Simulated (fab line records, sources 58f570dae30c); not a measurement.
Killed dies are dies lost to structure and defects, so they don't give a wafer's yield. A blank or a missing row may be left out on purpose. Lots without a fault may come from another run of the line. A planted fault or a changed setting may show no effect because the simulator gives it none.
fab line records | flow berkeley_cmos170
record lots=13 wafers=39 last_day=12
route steps=331 shown ACTIVE@74 SCREENOX@102 NVT@107 PVT@124
lots that met no fault: from a run of the same line without faults
start_h: hours from the record's first day to the start of the lot's first wafer shown | wait_h: hours since the lot's step before | " the same as in the row above | L1.1+2: a row that stands for several wafers | - no value, or no start given | * or withheld: withheld | < > ~ a bound
route shown NAME@n: a module of which the file shows steps, and the number in the route of the first | usual: mean/standard deviation of fault-free wafers | same: alike in all rows | chamber/n: place in a boat | sites: the reading at each site | _std_site: their standard deviation | _edge_site: outer sites' mean less inner sites' | radius_mm: how far each site lies from the wafer's centre | mask NAME#n: copy n | behind: the tool/chamber that last shaped the wafer | hold: why the lot was held/for how many hours/how that ended | device: the transistor (n, p or np) that didn't switch | end of line: the same wafers' tests at the end of the route | a step without rows: its recipe alone | killed: dies lost to structure and defects at the first sort, not the wafer's yield | map: a wafer's dies, x killed, . not, _ none there
set.NAME: the setting as run; set.NAME@STEP: as run at that earlier step | model.NAME: the simulator's own value behind a step, which no gauge read
steps of the route over a sample of lots; a table a step, a row a wafer
services: from which hour (start_h, from the record's first day; less than 0 if before it) a tool's chamber was out of use, for how many hours, and why
## steps
# step UCB170_ACTIVE_OVL_MEAS_14
# usual ACTIVE_OVL=0/5.4
# columns lot.wafer tool chamber start_h wait_h ACTIVE_OVL[nm]
L497.1 overlay-02 - 88.41 0.1 -1
L497.2 " - " " -5
L497.6 " - " " 2
L498.2 overlay-01 - 88.54 0.1 -1
L498.3 " - " " -4
L498.4 " - " " 1
L499.1 overlay-02 - 99.94 0.1 3
L499.3 " - " " 1
L499.6 " - " " -1
L501.2 overlay-02 - 109.26 0.1 0
L501.3 " - " " -3
L501.4 " - " " -7
L503.2 overlay-01 - 119.12 0.1 -5
L503.4 " - " " -8
L503.5 " - " " -3
L505.3 overlay-02 - 123.45 0.1 -5
L505.5 " - " " -10
L505.6 " - " " 6
L504.1 overlay-01 - 123.68 0.1 11
L504.2 " - " " -1
L504.5 " - " " 5
L506.1 overlay-01 - 131.79 0.1 2
L506.4 " - " " -2
L506.5 " - " " -1
L510.1 overlay-02 - 149.58 0.1 4
L510.2 " - " " 3
L510.3 " - " " 1
L515.1 overlay-01 - 177.51 0.1 -3
L515.3 " - " " -5
L515.6 " - " " -12
L516.1 overlay-02 - 184.07 0.1 0
L516.5 " - " " -2
L516.6 " - " " 5
L517.1 overlay-01 - 184.31 0.1 4
L517.2 " - " " 1
L517.3 " - " " 6
L518.1 overlay-01 - 199.90 0.1 -2
L518.2 " - " " -7
L518.4 " - " " -6
# step UCB170_SCREENOX_THK_MEAS_02
# recipe reads=SiO2_of_SCREENOX_OXIDATION_01
# usual SCREENOX_OXIDE_THK=14.21/0.25
# columns lot.wafer tool chamber start_h wait_h SCREENOX_OXIDE_THK[nm]
L499.1 film_metro-04 - 123.81 0.1 14.03
L499.3 " - " " 14.30
L499.6 " - " " 14.11
L497.1 film_metro-04 - 123.87 0.1 13.88
L497.2 " - " " 13.96
L497.6 " - " " 13.88
L498.2 film_metro-03 - 123.90 0.1 13.98
L498.3 " - " " 13.81
L498.4 " - " " 14.10
L501.2 film_metro-03 - 132.74 0.0 14.31
L501.3 " - " " 14.27
L501.4 " - " " 14.17
L504.1 film_metro-04 - 147.33 0.0 14.27
L504.2 " - " " 14.26
L504.5 " - " " 14.25
L503.2 film_metro-01 - 147.34 0.0 14.39
L503.4 " - " " 14.11
L503.5 " - " " 14.23
L505.3 film_metro-03 - 147.41 0.1 14.47
L505.5 " - " " 14.44
L505.6 " - " " 14.60
L506.1 film_metro-01 - 155.41 0.0 13.98
L506.4 " - " " 14.45
L506.5 " - " " 14.44
L510.1 film_metro-01 - 174.49 0.0 13.89
L510.2 " - " " 13.99
L510.3 " - " " 14.04
L515.1 film_metro-04 - 204.74 0.0 14.58
L515.3 " - " " 14.58
L515.6 " - " " 14.71
L516.1 film_metro-03 - 212.03 0.0 14.01
L516.5 " - " " 14.01
L516.6 " - " " 13.99
L517.1 film_metro-01 - 212.03 0.0 14.09
L517.2 " - " " 14.18
L517.3 " - " " 13.82
L518.1 film_metro-03 - 223.02 0.0 14.27
L518.2 " - " " 14.43
L518.4 " - " " 14.30
# step UCB170_NVT_EXPOSE_03
# recipe mask_id=PWELL target_cd_nm=3000 na=0.5 sigma_outer=0.6 source_shape=conventional dose_mj=30
# columns lot.wafer tool chamber start_h wait_h mask
L499.1+3+6 krf_scanner-02 0 127.19 0.4 PWELL#0
L497.1+2+6 krf_scanner-01 0 127.44 0.2 PWELL#0
L498.2+3+4 krf_scanner-02 0 127.70 0.4 PWELL#0
L501.2+3+4 krf_scanner-02 0 137.11 0.1 PWELL#0
L505.3+5+6 krf_scanner-01 0 152.61 0.2 PWELL#0
L503.2+4+5 krf_scanner-01 0 152.82 0.3 PWELL#0
L504.1+2+5 krf_scanner-01 0 152.92 0.1 PWELL#0
L506.1+4+5 krf_scanner-02 0 158.91 0.2 PFIELD#0
L510.1+2+3 krf_scanner-02 0 178.12 0.4 PWELL#0
L515.1+3+6 krf_scanner-01 0 207.85 0.1 PWELL#0
L516.1+5+6 krf_scanner-01 0 217.60 0.2 PWELL#0
L517.1+2+3 krf_scanner-01 0 217.71 0.3 PWELL#0
L518.1+2+4 krf_scanner-01 0 227.90 0.2 PWELL#0
# step UCB170_NVT_OVL_MEAS_06
# usual NVT_OVL=-3/5.6
# columns lot.wafer tool chamber start_h wait_h NVT_OVL[nm]
L499.1 overlay-01 - 128.04 - -11
L499.3 " - " " -12
L499.6 " - " " -15
L497.1 overlay-02 - 128.68 - 4
L497.2 " - " " -2
L497.6 " - " " -7
L498.2 overlay-02 - 128.96 - -2
L498.3 " - " " -4
L498.4 " - " " -3
L501.2 overlay-01 - 137.49 - -3
L501.3 " - " " -7
L501.4 " - " " -3
L505.3 overlay-02 - 153.18 - -9
L505.5 " - " " -2
L505.6 " - " " -5
L503.2 overlay-02 - 153.37 - -1
L503.4 " - " " 0
L503.5 " - " " -8
L504.1 overlay-01 - 153.49 - 0
L504.2 " - " " 3
L504.5 " - " " 0
L506.1 overlay-02 - 159.30 - -
L506.4 " - " " -
L506.5 " - " " -
L510.1 overlay-01 - 178.60 - 3
L510.2 " - " " -10
L510.3 " - " " -7
L515.1 overlay-01 - 208.24 - -4
L515.3 " - " " -11
L515.6 " - " " -5
L516.1 overlay-02 - 218.00 - 2
L516.5 " - " " 0
L516.6 " - " " 0
L517.1 overlay-01 - 218.27 - 8
L517.2 " - " " -3
L517.3 " - " " 1
L518.1 overlay-01 - 228.29 - -11
L518.2 " - " " -6
L518.4 " - " " 2
# step UCB170_NVT_TW_MEAS_09
# usual NVT_TW=523/3.1
# columns lot.wafer tool chamber start_h wait_h NVT_TW
L499.1 film_metro-04 - 128.33 0.1 521
L499.3 " - " " 522
L499.6 " - " " 519
L497.1 film_metro-02 - 128.96 0.1 526
L497.2 " - " " 527
L497.6 " - " " 525
L498.2 film_metro-02 - 129.25 0.1 527
L498.3 " - " " 530
L498.4 " - " " 527
L501.2 film_metro-03 - 137.78 0.1 525
L501.3 " - " " 523
L501.4 " - " " 525
L505.3 film_metro-02 - 153.47 0.1 524
L505.5 " - " " 524
L505.6 " - " " 528
L503.2 film_metro-04 - 153.66 0.1 523
L503.4 " - " " 526
L503.5 " - " " 523
L504.1 film_metro-03 - 153.78 0.1 522
L504.2 " - " " 520
L504.5 " - " " 519
L506.1 film_metro-04 - 159.59 0.1 30
L506.4 " - " " 30
L506.5 " - " " 30
L510.1 film_metro-02 - 178.89 0.1 530
L510.2 " - " " 529
L510.3 " - " " 527
L515.1 film_metro-02 - 208.53 0.1 525
L515.3 " - " " 525
L515.6 " - " " 523
L516.1 film_metro-03 - 218.28 0.1 527
L516.5 " - " " 526
L516.6 " - " " 526
L517.1 film_metro-02 - 218.56 0.1 525
L517.2 " - " " 527
L517.3 " - " " 523
L518.1 film_metro-02 - 228.58 0.1 525
L518.2 " - " " 526
L518.4 " - " " 526
# step UCB170_PVT_TW_MEAS_09
# usual PVT_TW=508/3.2
# columns lot.wafer tool chamber start_h wait_h PVT_TW
L499.1 film_metro-02 - 131.13 0.1 509
L499.3 " - " " 508
L499.6 " - " " 509
L497.1 film_metro-02 - 131.94 0.1 511
L497.2 " - " " 511
L497.6 " - " " 511
L498.2 film_metro-02 - 132.22 0.1 511
L498.3 " - " " 509
L498.4 " - " " 508
L501.2 film_metro-04 - 139.63 0.1 504
L501.3 " - " " 503
L501.4 " - " " 503
L505.3 film_metro-04 - 155.65 0.1 509
L505.5 " - " " 509
L505.6 " - " " 508
L503.2 film_metro-01 - 156.19 0.1 508
L503.4 " - " " 507
L503.5 " - " " 508
L504.1 film_metro-02 - 156.87 0.1 506
L504.2 " - " " 513
L504.5 " - " " 504
L506.1 film_metro-04 - 163.54 0.1 509
L506.4 " - " " 509
L506.5 " - " " 506
L510.1 film_metro-02 - 181.67 0.1 514
L510.2 " - " " 513
L510.3 " - " " 509
L515.1 film_metro-01 - 210.23 0.1 508
L515.3 " - " " 509
L515.6 " - " " 511
L516.1 film_metro-04 - 220.39 0.1 499
L516.5 " - " " 502
L516.6 " - " " 502
L517.1 film_metro-02 - 220.66 0.1 508
L517.2 " - " " 508
L517.3 " - " " 508
L518.1 film_metro-04 - 230.16 0.1 501
L518.2 " - " " 503
L518.4 " - " " 503
## services
# columns tool chamber start_h hours kind
krf_scanner-01 - 120.35 0.8 pm
krf_scanner-02 - 151.81 1.3 pm
krf_scanner-02 0 154.69 - calibration
krf_scanner-01 - 167.65 1.3 pm
krf_scanner-01 0 194.61 - calibration
krf_scanner-02 - 218.79 0.8 pm
krf_scanner-02 - 222.50 3.2 repair
krf_scanner-02 - 225.65 1.0 pm
## key
first_sign step=UCB170_NVT_EXPOSE_03 reading=mask direction=changed
effect step=UCB170_NVT_OVL_MEAS_06 reading=NVT_OVL direction=missing
effect step=UCB170_NVT_TW_MEAS_09 reading=NVT_TW direction=down sigmas=99+ usual=523 struck=30
met_at UCB170_NVT_EXPOSE_03
struck_lots L506
sort_left_out L506.1,L506.4,L506.5
tester_left_out L506
not_acting_at UCB170_ACTIVE_OVL_MEAS_14,UCB170_SCREENOX_THK_MEAS_02,UCB170_PVT_TW_MEAS_09
onset_between 137.11 158.91
fault kind=wrong_mask tool=any chamber=- onset_h=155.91 steps=UCB170_NVT_EXPOSE_03 aux_copy=PFIELD#0 scope=struck_lots_only
# tester_left_out: of these lots the tester's yield and bins aren't shown, on N5 and GAA mostly nor the transistor test; their killed dies are dies lost to structure and defects alone, not to doping, threshold or leakage, so they don't give the yield
# sort_left_out: the simulated sort isn't trusted on such a fault, so these wafers' sort isn't shown, and their yield isn't known
